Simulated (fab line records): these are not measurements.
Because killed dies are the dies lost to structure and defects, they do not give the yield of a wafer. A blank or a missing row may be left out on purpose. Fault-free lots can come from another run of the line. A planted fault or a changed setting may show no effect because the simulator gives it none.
Tool commonality check / flow berkeley cmos170 / Lots sampled 14, wafers sampled 42

THE REASON FOR OPENING IT
Of 14 lots, 2 have the reading PFIELD_OVL flagged at UCB170_PFIELD_OVL_MEAS_06. Fault-free wafers read 4 nm, with a standard deviation of 5.9.
Rule: a lot gets a flag if all its wafers with a number sit over 4 standard deviations from that mean, or if no wafer of it has a number. As for the other lots, they are considered sound.

lot=L984; measured=day 4 07:54; on=overlay-02; PFIELD_OVL (nm), wafer by wafer=14 15 1; flag=
lot=L986; measured=day 4 15:40; on=overlay-02; PFIELD_OVL (nm), wafer by wafer=-2 3 -5; flag=
lot=L985; measured=day 4 15:48; on=overlay-01; PFIELD_OVL (nm), wafer by wafer=6 4 2; flag=
lot=L987; measured=day 4 20:10; on=overlay-02; PFIELD_OVL (nm), wafer by wafer=-1 -1 1; flag=
lot=L988; measured=day 5 01:13; on=overlay-02; PFIELD_OVL (nm), wafer by wafer=18 15 6; flag=
lot=L990; measured=day 5 14:01; on=overlay-02; PFIELD_OVL (nm), wafer by wafer=0 -1 5; flag=
lot=L992; measured=day 6 08:45; on=overlay-02; PFIELD_OVL (nm), wafer by wafer=-4 2 -3; flag=
lot=L996; measured=day 6 15:54; on=overlay-01; PFIELD_OVL (nm), wafer by wafer=4 5 16; flag=
lot=L998; measured=day 7 12:46; on=overlay-02; PFIELD_OVL (nm), wafer by wafer=1 4 4; flag=
lot=L100; measured=day 7 12:54; on=overlay-02; PFIELD_OVL (nm), wafer by wafer=4 4 3; flag=
lot=L103; measured=day 8 08:23; on=overlay-01; PFIELD_OVL (nm), wafer by wafer=6 3 -4; flag=
lot=L102; measured=day 8 08:32; on=overlay-02; PFIELD_OVL (nm), wafer by wafer=11 10 4; flag=
lot=L104; measured=day 8 08:53; on=overlay-02; PFIELD_OVL (nm), wafer by wafer=98 90 88; flag=FLAGGED
lot=L105; measured=day 8 19:14; on=overlay-02; PFIELD_OVL (nm), wafer by wafer=106 86 102; flag=FLAGGED
The mean of the flagged lots' numbers is 95 nm, +91 nm from the usual (+15 standard deviations).

EACH LOT AND THE TOOL IT RAN ON
The record keeps 1 process step preceding the reading, out of 331 steps on the route. Every cell lists first the tool, next ch and the chambers used by the sampled wafers, and last the start.
lot=L984; flag=; UCB170_PFIELD_EXPOSE_03=krf scanner-01 ch 0, day 4 07:32
lot=L986; flag=; UCB170_PFIELD_EXPOSE_03=krf scanner-02 ch 0, day 4 15:16
lot=L985; flag=; UCB170_PFIELD_EXPOSE_03=krf scanner-02 ch 0, day 4 15:25
lot=L987; flag=; UCB170_PFIELD_EXPOSE_03=krf scanner-02 ch 0, day 4 19:44
lot=L988; flag=; UCB170_PFIELD_EXPOSE_03=krf scanner-02 ch 0, day 5 00:34
lot=L990; flag=; UCB170_PFIELD_EXPOSE_03=krf scanner-02 ch 0, day 5 13:19
lot=L992; flag=; UCB170_PFIELD_EXPOSE_03=krf scanner-02 ch 0, day 6 07:36
lot=L996; flag=; UCB170_PFIELD_EXPOSE_03=krf scanner-01 ch 0, day 6 15:14
lot=L998; flag=; UCB170_PFIELD_EXPOSE_03=krf scanner-02 ch 0, day 7 12:08
lot=L100; flag=; UCB170_PFIELD_EXPOSE_03=krf scanner-02 ch 0, day 7 12:31
lot=L103; flag=; UCB170_PFIELD_EXPOSE_03=krf scanner-01 ch 0, day 8 07:31
lot=L102; flag=; UCB170_PFIELD_EXPOSE_03=krf scanner-02 ch 0, day 8 07:49
lot=L104; flag=FLAGGED; UCB170_PFIELD_EXPOSE_03=krf scanner-01 ch 0, day 8 08:00
lot=L105; flag=FLAGGED; UCB170_PFIELD_EXPOSE_03=krf scanner-01 ch 0, day 8 18:07
These steps, and what they do:
- UCB170_PFIELD_EXPOSE_03: exposes mask PFIELD, target cd 1500 nm.
- UCB170_PFIELD_OVL_MEAS_06

FLAGGED AGAINST TOTAL, ONE TOOL AT A TIME (gauges that did the reading follow at the end)
step=UCB170_PFIELD_EXPOSE_03; tool=krf scanner-01; lots run=5; flagged=2; share of the flagged lots=all; sound lots run after its first flagged lot=0
step=UCB170_PFIELD_EXPOSE_03; tool=krf scanner-02; lots run=9; flagged=0; share of the flagged lots=none; sound lots run after its first flagged lot=-
step=UCB170_PFIELD_OVL_MEAS_06; tool=overlay-01; lots run=3; flagged=0; share of the flagged lots=none; sound lots run after its first flagged lot=-
step=UCB170_PFIELD_OVL_MEAS_06; tool=overlay-02; lots run=11; flagged=2; share of the flagged lots=all; sound lots run after its first flagged lot=0

WHAT THE TABLE PERMITS
2 rows of the table ran every flagged lot: krf scanner-01 at UCB170_PFIELD_EXPOSE_03, overlay-02 at UCB170_PFIELD_OVL_MEAS_06.
- krf scanner-01 at UCB170_PFIELD_EXPOSE_03: 2 of its 5 lots flagged. It ran its last sound lot, L103, at day 8 07:31 and its first flagged lot, L104, at day 8 08:00: a fault with its onset between the two fits.
- overlay-02 at UCB170_PFIELD_OVL_MEAS_06: 2 of its 11 lots flagged. It ran its last sound lot, L102, at day 8 08:32 and its first flagged lot, L104, at day 8 08:53: a fault with its onset between the two fits.
Because each of these 2 tools fits a fault that began at some hour, counting lots does not separate them. More lots, or a look at what each step does to the wafer, might.

WHAT THE SIMULATOR PUT IN
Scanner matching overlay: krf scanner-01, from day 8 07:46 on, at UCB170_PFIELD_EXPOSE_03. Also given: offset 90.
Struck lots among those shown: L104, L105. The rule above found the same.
